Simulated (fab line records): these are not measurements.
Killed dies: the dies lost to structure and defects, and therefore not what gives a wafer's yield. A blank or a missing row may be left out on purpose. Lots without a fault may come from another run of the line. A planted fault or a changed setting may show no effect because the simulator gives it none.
Struck lot and sound lot, side by side -- flow rit-cmos -- 27 out of 202 route steps
Sound: the wafers L316.1, L316.3, L316.4. The struck wafers were L298.1, L298.3, L298.5. The cause is given at the end.
Each step with rows lists, per side, the tool, then ch with its chambers, then its first start. Under that, the readings that differ: sound wafers -- struck wafers -- difference of the means -- sigmas: that difference in standard deviations of wafers without a fault.
alike: readings with means less than 2 such deviations apart, plus words and numbers identical on both sides. not compared: withheld readings, readings lacking a value on some wafer, bounds such as >300 that could conceal the same value, and numbers that have no deviation in the record and whose values overlap.
The two part at a step that has a row with sigmas, a row that says differs or no value, or rows on one side only. When numbers do not overlap yet have no deviation, they are printed without sigmas and do not part them. A reading that every wafer of one side lacks parts them only if that side has two wafers or more.

first, 4 steps without rows for these wafers: RIT_CONTACT_SOFTBAKE_04 (time 60 s); RIT_CONTACT_EXPOSE_05 (exposes mask M11, target cd 1000 nm); RIT_CONTACT_PEB_06; RIT_CONTACT_DEVELOP_07 (develop time 120 s).
RIT_CONTACT_CD_MEAS_08 targets a cd of 1000 nm.
  struck on cd-sem-01, day 4 02:55; sound on cd-sem-02, day 8 04:11
  alike: cd-nm
RIT_CONTACT_OVL_MEAS_09:
  struck on overlay-01, day 4 03:02; sound on overlay-01, day 8 04:19
  alike: CONTACT_OVL
then, 1 step without rows for these wafers: RIT_CONTACT_HARDBAKE_10 (time 60 s).
RIT_CONTACT_ETCH_11: etches SiO2 in CHF3/CF4/Ar, stops on TiSi2, target depth 480 nm, time 320 s.
  sound on rie-diel-01 ch 1,2,3, day 8 04:30; struck on rie-diel-03 ch 0,2, day 4 03:13
  alike: drypump-motor-current-A, oes-product-au, throttle-valve-pct
  not compared: rf-hours-counter-h
RIT_CONTACT_STRIP_12: strips in O2, time 180 s.
  sound on plasma-asher-01 ch 0,1, day 8 04:41; struck on plasma-asher-02 ch 0, day 4 03:25
reading,sound,struck,difference,sigmas
drypump-motor-current-A (A),5.2 5.2 5.1,6.5 6.5 6.5,+1.3,+2
  alike: rf-refl-power-W
  not compared: rf-hours-counter-h
RIT_CONTACT_CD_MEAS_90 targets a cd of 1000 nm.
  struck on cd-sem-01, day 4 03:35; sound on cd-sem-02, day 8 04:52
  alike: cd-nm
then, 2 steps without rows for these wafers: RIT_CONTACT_CLEAN_13 (cleans in SC1, time 600 s); RIT_CONTACT_CLEAN_14 (cleans in SC2, time 600 s).
RIT_M1_SPUTTER_00: material Al, target thk 400 nm, time 508 s.
  struck on pvd-sputter-03, day 4 04:34; sound on pvd-sputter-04, day 8 05:21
  alike: cathode-dc-power-W, throttle-valve-pct
RIT_M1_RS_MEAS_01: a four-point-probe measurement.
  struck on film-metro-01, day 4 04:52; sound on film-metro-02, day 8 05:39
reading,sound,struck,difference,sigmas
M1_AL_RS (ohm/sq),0.0732 0.0735 0.0720,0.0359 0.0354 0.0351,-0.0374,-34
RIT_M1_THK_MEAS_02: measures by xrf.
  struck on film-metro-01, day 4 04:59; sound on film-metro-02, day 8 05:46
reading,sound,struck,difference,sigmas
M1_AL_THK (nm),404 401 410,814 825 827,+417,+64
then, 6 steps without rows for these wafers: RIT_M1_HMDS_03 (prime time 60 s); RIT_M1_COAT_04 (resist thk 1300 nm); RIT_M1_SOFTBAKE_05 (time 60 s); RIT_M1_EXPOSE_06 (exposes mask M12, target cd 2600 nm); RIT_M1_PEB_07; RIT_M1_DEVELOP_08 (develop time 68 s).
RIT_M1_CD_MEAS_09 targets a cd of 2600 nm.
  struck on cd-sem-01, day 4 06:16; sound on cd-sem-01, day 8 06:55
  alike: cd-nm
RIT_M1_OVL_MEAS_10:
  struck on overlay-01, day 4 06:23; sound on overlay-02, day 8 07:02
  alike: M1_OVL
then, 1 step without rows for these wafers: RIT_M1_HARDBAKE_11 (time 120 s).
RIT_M1_METAL_ETCH_12: etches Al in Cl2/BCl3, stops on SiO2, time 165 s, target depth 600 nm.
  sound on rie-metal-03 ch 0,1, day 8 07:19; struck on rie-metal-02 ch 0,1, day 4 06:47
reading,sound,struck,difference,sigmas
oes-product-au (a.u.),0.796 0.775 0.793,0.988 0.970 1.004,+0.199,+15
model.etch.depth-nm (nm),401.6 399.7 408,594.2 588.8 626,+199.9,
model.M1.feature-depth-nm (nm),433.8 430.5 440.2,594.2 588.8 626,+168.2,
  alike: drypump-motor-current-A, he-backside-leak-sccm, throttle-valve-pct
  not compared: rf-hours-counter-h
then, 1 step without rows for these wafers: RIT_M1_STRIP_13 (strips in nmp, time 600 s).
RIT_M1_PROBE_99:
  struck on prober-01, day 4 09:13; sound on prober-01, day 8 10:46
reading,sound,struck,difference,sigmas
defect-limited-yield (%),97.0 97.3 96.6,0 0 0,-97,-88
killed_at_M0_to_M3,0 0 0,250 253 253,+252,+99 or more
killed-dies,8 7 9,264 264 264,+256,+85
killed-on-rim,3 1 4,70 70 70,+67,+56
killed-short,2 2 3,6 7 6,+4,+2
sort_bin_5_function (%),1.5 1.1 1.5,97.7 99.2 97.7,+96.8,+99 or more
sort-n-pass,256 257 255,0 0 0,-256,-85
sort-yield-pct (%),97.0 97.3 96.6,0 0 0,-97,-88
  alike: killed-at-contacts, killed-at-front-end, killed-open, sort_bin_3_pad_short, sort_bin_6_memory

## WHERE THEY PART
At RIT_CONTACT_STRIP_12 first; at RIT_M1_PROBE_99 last (within this record only).

WHY: what had been put in by the simulator
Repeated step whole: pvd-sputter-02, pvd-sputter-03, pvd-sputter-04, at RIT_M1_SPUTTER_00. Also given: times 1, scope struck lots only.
